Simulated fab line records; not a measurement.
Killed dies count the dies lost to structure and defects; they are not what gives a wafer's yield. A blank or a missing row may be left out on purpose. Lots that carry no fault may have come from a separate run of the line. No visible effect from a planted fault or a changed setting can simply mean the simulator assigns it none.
Which tool did it?    flow ritCmos    14 lots, 42 wafers sampled, at 2 steps of a route of 202

== WHAT EACH GAUGE READ, for each wafer ==
RIT_NRETRO_TW_MEAS_10.
lot   measured     on            NRETRO_TW
L413  day 3 03:38  filmMetro-02  1033 1035 1028
L415  day 3 15:25  filmMetro-04  1045 1047 1047
L416  day 3 18:24  filmMetro-02  1028 1029 1033
L421  day 4 15:24  filmMetro-01  978 979 976
L423  day 5 04:38  filmMetro-01  1055 1052 1055
L424  day 5 05:42  filmMetro-02  1035 1033 1035
L425  day 5 14:25  filmMetro-04  969 969 973
L426  day 5 18:16  filmMetro-04  1050 1049 1045
L427  day 5 20:08  filmMetro-02  1033 1038 1029
L429  day 6 08:59  filmMetro-04  1051 1050 1043
L430  day 6 13:23  filmMetro-02  1032 1037 1034
L431  day 6 18:31  filmMetro-04  1047 1051 1042
L432  day 6 21:44  filmMetro-04  1046 1049 1042
L433  day 7 04:04  filmMetro-01  1053 1054 1055

== WHAT TOOL EACH LOT RAN ON (gives the tool, then ch and the chambers of the sampled wafers, and finally the start) ==
lot   RIT_NRETRO_IMPLANT_08
L413  implanter-04 ch 0, day 3 03:20
L415  implanter-04 ch 0, day 3 15:07
L416  implanter-02 ch 0, day 3 18:04
L421  implanter-02 ch 0, day 4 15:07
L423  implanter-04 ch 0, day 5 04:19
L424  implanter-04 ch 0, day 5 05:25
L425  implanter-02 ch 0, day 5 14:06
L426  implanter-03 ch 0, day 5 17:59
L427  implanter-03 ch 0, day 5 19:52
L429  implanter-03 ch 0, day 6 08:40
L430  implanter-03 ch 0, day 6 13:05
L431  implanter-04 ch 0, day 6 18:12
L432  implanter-04 ch 0, day 6 21:28
L433  implanter-04 ch 0, day 7 03:46
- RIT_NRETRO_IMPLANT_08

== AS READ BY THE TOOLS THEMSELVES (means over the sampled wafers that have a number; for cases with no such wafer, the mark the record gives instead) ==
RIT_NRETRO_IMPLANT_08.
lot   tool          beamOnS (s)  doseIonsCm2  faradayCurrentUA
L413  implanter-04  9.97         1e+13        31.9
L415  implanter-04  10.19        1e+13        31.1
L416  implanter-02  9.97         1e+13        31.8
L421  implanter-02  10.20        8e+12        24.2
L423  implanter-04  10.03        1e+13        31.6
L424  implanter-04  10.05        1e+13        31.6
L425  implanter-02  9.80         8e+12        25.2
L426  implanter-03  9.94         1e+13        32.0
L427  implanter-03  10.00        1e+13        31.7
L429  implanter-03  10.27        1e+13        30.8
L430  implanter-03  10.09        1e+13        31.4
L431  implanter-04  9.90         1e+13        31.9
L432  implanter-04  9.96         1e+13        31.7
L433  implanter-04  9.97         1e+13        31.9

== THE ANSWER, worked out from the rows above alone ==
Rule: what is usual is taken from the lots themselves. The widest of any qualifying gaps counts: lots, ordered by their means at a reading, are off when they make up no more than a third of the lots, leave a main group of 4 or more, and stand apart from it by 3 or more times the standard deviation of that group's means. The tables above print the reading to a certain number of digits; a main group whose means all agree to those digits is not used. Also off: a lot with no number at a reading for which 4 or more lots have one. Any other lot the step has rows for is counted as sound. After the gauges, taken in route order, come the tools' own readings; for these a lot's mean is taken, as printed above. At the first step where some lot is off, the reading lying furthest off is the one used; lots without a number count as furthest.
Off: at RIT_NRETRO_TW_MEAS_10 (NRETRO_TW), L421, L425. For the main group the mean is 1042 and the standard deviation 8.4.
If a tool, at a process step before that reading, ran all the lots that are off and no sound lot after the first of them, it fits. The gauges at RIT_NRETRO_TW_MEAS_10 aren't tried: what is off there is off at RIT_NRETRO_IMPLANT_08 too, on other tools, and a gauge's error can't cause that. One fits: implanter-02 at RIT_NRETRO_IMPLANT_08. Its last sound lot is L416 (day 3 18:04), its first lot that is off L421 (day 4 15:07): a fault that began between those two fits.
The tool's own readings at RIT_NRETRO_IMPLANT_08 bear it out: on the lots that are off they differ by more than 5 times the standard deviation of the sound lots' means. doseIonsCm2 reads 8e+12 there against 1e+13 on the sound lots; faradayCurrentUA reads 24.7 there against 31.6 on the sound lots.

== WHAT WAS PUT IN BY THE SIMULATOR ==
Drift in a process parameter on implanter-02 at RIT_NRETRO_IMPLANT_08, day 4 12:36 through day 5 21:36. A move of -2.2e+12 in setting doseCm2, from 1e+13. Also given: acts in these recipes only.
Shown lots that were struck: L421, L425. This agrees with what the rule above found.
